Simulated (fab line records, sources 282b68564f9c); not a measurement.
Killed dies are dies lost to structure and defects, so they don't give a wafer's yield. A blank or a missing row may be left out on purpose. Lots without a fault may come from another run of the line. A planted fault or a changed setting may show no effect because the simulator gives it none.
Which tool did it? | flow rit_cmos | 13 lots, 39 wafers sampled, at 4 steps of a route of 202

WHAT THE GAUGES READ, wafer by wafer
RIT_FOX2_THK_MEAS_01.
lot  | measured    | on            | FOX2_OXIDE_THK (nm)
L218 | day 2 00:06 | film_metro-04 | 357 358 355
L219 | day 2 04:19 | film_metro-01 | 351 350 342
L220 | day 2 05:43 | film_metro-04 | 360 361 364
L221 | day 2 11:41 | film_metro-04 | 368 361 367
L222 | day 2 17:15 | film_metro-03 | 365 366 363
L223 | day 2 19:58 | film_metro-04 | 347 353 350
L224 | day 3 01:34 | film_metro-04 | 357 354 347
L226 | day 3 12:44 | film_metro-04 | 382 381 379 382 381 379
L232 | day 4 19:13 | film_metro-04 | 375 375 381
L236 | day 5 14:43 | film_metro-04 | 356 354 363
L239 | day 6 06:46 | film_metro-03 | 331 338 336
L240 | day 6 10:35 | film_metro-04 | 362 351 361
L241 | day 6 14:40 | film_metro-04 | 349 343 346

RIT_FOX2_THK_MEAS_90.
lot  | measured    | on            | FIELD_OXIDE_LEFT_1_THK (nm)
L218 | day 2 00:59 | film_metro-03 | 330 331 328
L219 | day 2 05:11 | film_metro-03 | 323 323 314
L220 | day 2 06:36 | film_metro-03 | 332 333 337
L221 | day 2 12:34 | film_metro-01 | 340 333 339
L222 | day 2 18:08 | film_metro-04 | 338 339 335
L223 | day 2 20:50 | film_metro-01 | 319 326 323
L224 | day 3 02:26 | film_metro-01 | 330 326 320
L226 | day 3 17:47 | film_metro-01 | 354 353 351 354 353 351
L232 | day 4 20:05 | film_metro-01 | 347 348 353
L236 | day 5 15:40 | film_metro-03 | 328 326 335
L239 | day 6 07:43 | film_metro-01 | 304 310 309
L240 | day 6 11:32 | film_metro-01 | 335 323 334
L241 | day 6 15:37 | film_metro-03 | 321 316 318

RIT_FOX2_THK_MEAS_91.
lot  | measured    | on            | FIELD_OXIDE_LEFT_2_THK (nm)
L218 | day 2 13:19 | film_metro-01 | 262 264 261
L219 | day 2 18:32 | film_metro-03 | 256 255 246
L220 | day 2 19:02 | film_metro-04 | 266 267 270
L221 | day 3 03:07 | film_metro-04 | 272 265 270
L222 | day 3 07:35 | film_metro-03 | 272 272 269
L223 | day 3 09:21 | film_metro-03 | 251 258 255
L224 | day 3 15:05 | film_metro-01 | 262 258 252
L226 | day 4 13:05 | film_metro-04 | 285 285 283
L232 | day 5 08:56 | film_metro-03 | 278 279 284
L236 | day 6 07:15 | film_metro-03 | 260 259 267
L239 | day 6 22:27 | film_metro-04 | 235 242 240
L240 | day 6 23:50 | film_metro-03 | 266 254 264
L241 | day 7 05:55 | film_metro-03 | 253 248 250

WHICH TOOL RAN EACH LOT (tool, then ch and the chambers of the sampled wafers, then the start)
lot  | RIT_FOX2_OXIDATION_00
L218 | furnace-01 ch 0, day 1 22:47
L219 | furnace-01 ch 0, day 2 02:59
L220 | furnace-01 ch 0, day 2 04:24
L221 | furnace-04 ch 0, day 2 10:22
L222 | furnace-01 ch 0, day 2 15:55
L223 | furnace-03 ch 0, day 2 18:38
L224 | furnace-03 ch 0, day 3 00:14
L226 | furnace-03 ch 0, day 3 11:25
L232 | furnace-03 ch 0, day 4 17:53
L236 | furnace-04 ch 0, day 5 13:24
L239 | furnace-01 ch 0, day 6 05:27
L240 | furnace-04 ch 0, day 6 09:15
L241 | furnace-01 ch 0, day 6 13:21
- RIT_FOX2_OXIDATION_00: target thk 350.7 nm, ox time 1158 s.

WHAT THE TOOLS THEMSELVES READ (means of the sampled wafers that have a number; where no wafer has one, the mark that the record gives instead)
RIT_FOX2_OXIDATION_00.
lot  | tool       | spike_tc_centre_C (C) | spike_tc_load_C (C) | spike_tc_source_C (C) | tube_center_temp_C (C) | tube_center_temp_C_max
L218 | furnace-01 | 1102.1                | 1127.8              | 1121                  | 1100                   | 1102.6
L219 | furnace-01 | 1102.4                | 1127.6              | 1122                  | 1100                   | 1103.1
L220 | furnace-01 | 1102.2                | 1128.3              | 1121                  | 1100                   | 1102.7
L221 | furnace-04 | 1103.2                | 1126.5              | 1126                  | 1100                   | 1102.7
L222 | furnace-01 | 1102.6                | 1127.5              | 1120                  | 1100                   | 1102.9
L223 | furnace-03 | 1103.3                | 1129.9              | 1128                  | 1100                   | 1102.9
L224 | furnace-03 | 1103.6                | 1130.6              | 1128                  | 1100                   | 1102.7
L226 | furnace-03 | 1118.9                | 1146.5              | 1143                  | 1115                   | 1118.2
L232 | furnace-03 | 1117.5                | 1145.3              | 1144                  | 1115                   | 1117.8
L236 | furnace-04 | 1102.8                | 1126.0              | 1125                  | 1100                   | 1102.8
L239 | furnace-01 | 1102.6                | 1127.8              | 1121                  | 1100                   | 1102.7
L240 | furnace-04 | 1103.1                | 1126.6              | 1125                  | 1100                   | 1102.9
L241 | furnace-01 | 1101.6                | 1128.3              | 1121                  | 1100                   | 1102.5

THE ANSWER, worked out from the rows above alone
Rule: what is usual is taken from the lots themselves. Put in order of their means at a reading, lots are off if they are a third of the lots or fewer, leave a main group of 4 or more, and stand apart from it by a gap of 3 or more times the standard deviation of the main group's means; of several such gaps the widest counts. A main group whose means are all the same, to the digits that the tables above print for the reading, isn't used. A lot without any number at a reading at which 4 lots or more have one is off too. The other lots that the step has rows for count as sound. The gauges are gone through in route order, then the tools' own readings, and for those a lot's mean is taken as printed above. The first step at which some lot is off is used, and at that step the reading that is off furthest; a lot without a number counts as furthest.
Off: L226, L232, at RIT_FOX2_OXIDATION_00 (tube_center_temp_C_max). The main group: mean 1102.8, standard deviation 0.16.
A tool fits if, at that step or a process step before it, it ran every lot that is off, and no sound lot after the first of them. One fits: furnace-03 at RIT_FOX2_OXIDATION_00. Its last sound lot is L224 (day 3 00:14), its first lot that is off L226 (day 3 11:25): a fault that began between those two fits.
The tool's own readings at RIT_FOX2_OXIDATION_00 bear it out: on the lots that are off they differ by more than 5 times the standard deviation of the sound lots' means. spike_tc_centre_C reads 1118.2 C there against 1102.7 C on the sound lots; spike_tc_load_C reads 1145.9 C there against 1127.9 C on the sound lots; spike_tc_source_C reads 1144 C there against 1123 C on the sound lots; tube_center_temp_C reads 1115 C there against 1100 C on the sound lots; tube_center_temp_C_max reads 1118.0 there against 1102.8 on the sound lots.

WHAT THE SIMULATOR HAD PUT IN
Process parameter drift: furnace-03, from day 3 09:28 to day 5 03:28, at RIT_FOX2_OXIDATION_00. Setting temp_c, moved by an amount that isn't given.
Lots struck among those shown: L226, L232. The rule above found the same.
